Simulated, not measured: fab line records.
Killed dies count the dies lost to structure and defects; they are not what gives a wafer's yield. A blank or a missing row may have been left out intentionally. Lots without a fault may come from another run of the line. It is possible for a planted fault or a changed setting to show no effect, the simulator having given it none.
Which tool did it?    flow rit-cmos    Sampling: 7 lots, 21 wafers, 2 of 202 route steps

WHAT THE GAUGES SHOWED, per wafer
RIT_ACTIVE_THK_MEAS_02.
lot   measured     on             ACTIVE_OXIDE_THK (nm)
L731  day 1 17:14  film-metro-03  46.4 47.3 46.8
L734  day 2 08:03  film-metro-03  46.9 47.0 46.9
L736  day 2 18:12  film-metro-03  46.2 47.3 46.7
L738  day 3 06:47  film-metro-02  47.8 47.7 47.3
L743  day 4 07:06  film-metro-02  46.5 46.7 46.9
L746  day 4 21:26  film-metro-03  38.0 38.7 39.2
L753  day 6 07:38  film-metro-01  47.2 46.0 46.9

WHAT TOOL EACH LOT RAN ON (gives the tool, then ch and the chambers of the sampled wafers, and finally the start)
lot   RIT_ACTIVE_OXIDATION_01
L731  furnace-01 ch 0, day 1 15:16
L734  furnace-04 ch 0, day 2 06:07
L736  furnace-01 ch 0, day 2 16:15
L738  furnace-03 ch 0, day 3 04:51
L743  furnace-04 ch 0, day 4 05:09
L746  furnace-04 ch 0, day 4 19:29
L753  furnace-03 ch 0, day 6 05:41
- RIT_ACTIVE_OXIDATION_01: target thk 46.8 nm, ox time 3360 s.

THE ANSWER, worked out from the rows above alone
Rule: the usual values come from the lots themselves. The widest of any qualifying gaps counts: lots, ordered by their means at a reading, are off when they make up no more than a third of the lots, leave a main group of 4 or more, and stand apart from it by 3 or more times the standard deviation of that group's means. The tables above print the reading to a certain number of digits; a main group whose means all agree to those digits is not used. Also off: a lot with no number at a reading for which 4 or more lots have one. Any other lot the step has rows for is counted as sound.
Off: at RIT_ACTIVE_THK_MEAS_02 (ACTIVE_OXIDE_THK), L746. The main group has a mean of 46.9 nm with a standard deviation of 0.32.
A tool fits if, at a process step before that reading, it ran every lot that is off, and no sound lot after the first of them. Gauges at RIT_ACTIVE_THK_MEAS_02: tried the same way as those tools. Undecided on this evidence; 2 tools fit (furnace-04 at RIT_ACTIVE_OXIDATION_01, film-metro-03 at RIT_ACTIVE_THK_MEAS_02).

WHAT THE SIMULATOR PUT IN
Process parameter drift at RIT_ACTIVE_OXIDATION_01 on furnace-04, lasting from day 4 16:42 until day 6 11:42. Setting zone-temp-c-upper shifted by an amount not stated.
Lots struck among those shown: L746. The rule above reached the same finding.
